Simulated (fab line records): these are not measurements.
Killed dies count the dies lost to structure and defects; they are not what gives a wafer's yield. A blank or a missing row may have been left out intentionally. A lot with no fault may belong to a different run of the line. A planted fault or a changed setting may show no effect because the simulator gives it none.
Matching of chambers	flow rit_cmos	rie_si-02 running RIT_GATE_ETCH_19: 4 sister chambers
The step etches poly-Si in SF6/CHF3/O2, stops on SiO2, time 165 s, target depth 312.5 nm. 16 wafers are shown with their chamber, then 8 later ones without.

## WAFERS WITH THEIR CHAMBER
wafer	chamber	drypump_motor_current_A (A)	throttle_valve_pct (%)	oes_product_au (a.u.)
L863.2	0	5.8	10.38	0.863
L863.5	0	5.8	10.38	0.867
L863.6	3	5.6	10.25	0.851
L865.2	3	5.6	10.24	0.854
L865.3	2	5.6	10.12	0.848
L865.5	2	5.7	10.13	0.839
L869.1	2	5.6	10.11	0.856
L869.3	1	6.3	10.27	0.857
L869.4	0	5.8	10.36	0.871
L871.1	2	5.7	10.11	0.848
L871.4	3	5.6	10.26	0.851
L871.6	0	5.8	10.37	0.858
L879.1	1	6.3	10.28	0.841
L879.3	2	5.7	10.11	0.844
L879.4	3	5.6	10.24	0.849
L881.3	1	6.3	10.28	0.855

SIGNATURES (averages over the wafers above)
reading	chamber 0	chamber 1	chamber 2	chamber 3	scatter within a chamber
drypump_motor_current_A	5.800	6.300	5.660	5.600	0.0316
throttle_valve_pct	10.3725	10.2767	10.1160	10.2475	0.00883
oes_product_au	0.86475	0.85100	0.84700	0.85125	0.00587
Rule: for a wafer and a chamber, the distance is found by dividing, reading by reading, the gap between the wafer's reading and the chamber's mean by the reading's scatter, squaring, summing and taking the root. The wafer belongs to the nearest chamber; if the next one is less than 2 further off, it can't be placed. The scatter: the root of (the sum of the squares of (reading less its chamber's mean) over the shown wafers, divided by (wafers less chambers)).

## WAFERS WITHOUT THEIR CHAMBER
wafer	drypump_motor_current_A (A)	throttle_valve_pct (%)	oes_product_au (a.u.)
L881.4	5.6	10.12	0.850
L881.6	5.6	10.24	0.861
L883.1	5.7	10.11	0.859
L883.4	5.7	10.23	0.862
L883.6	6.3	10.26	0.845
L885.1	6.3	10.27	0.841
L885.2	5.7	10.10	0.834
L885.5	6.3	10.28	0.848

## THE CHAMBER EACH PASSED THROUGH
wafer	from the rows above	in truth
L881.4	2	2
L881.6	3	3
L883.1	2	2
L883.4	3	3
L883.6	1	1
L885.1	1	1
L885.2	2	2
L885.5	1	1
8 of 8 placed correctly. Left unplaced by these rows: 0. Wrongly placed: 0.
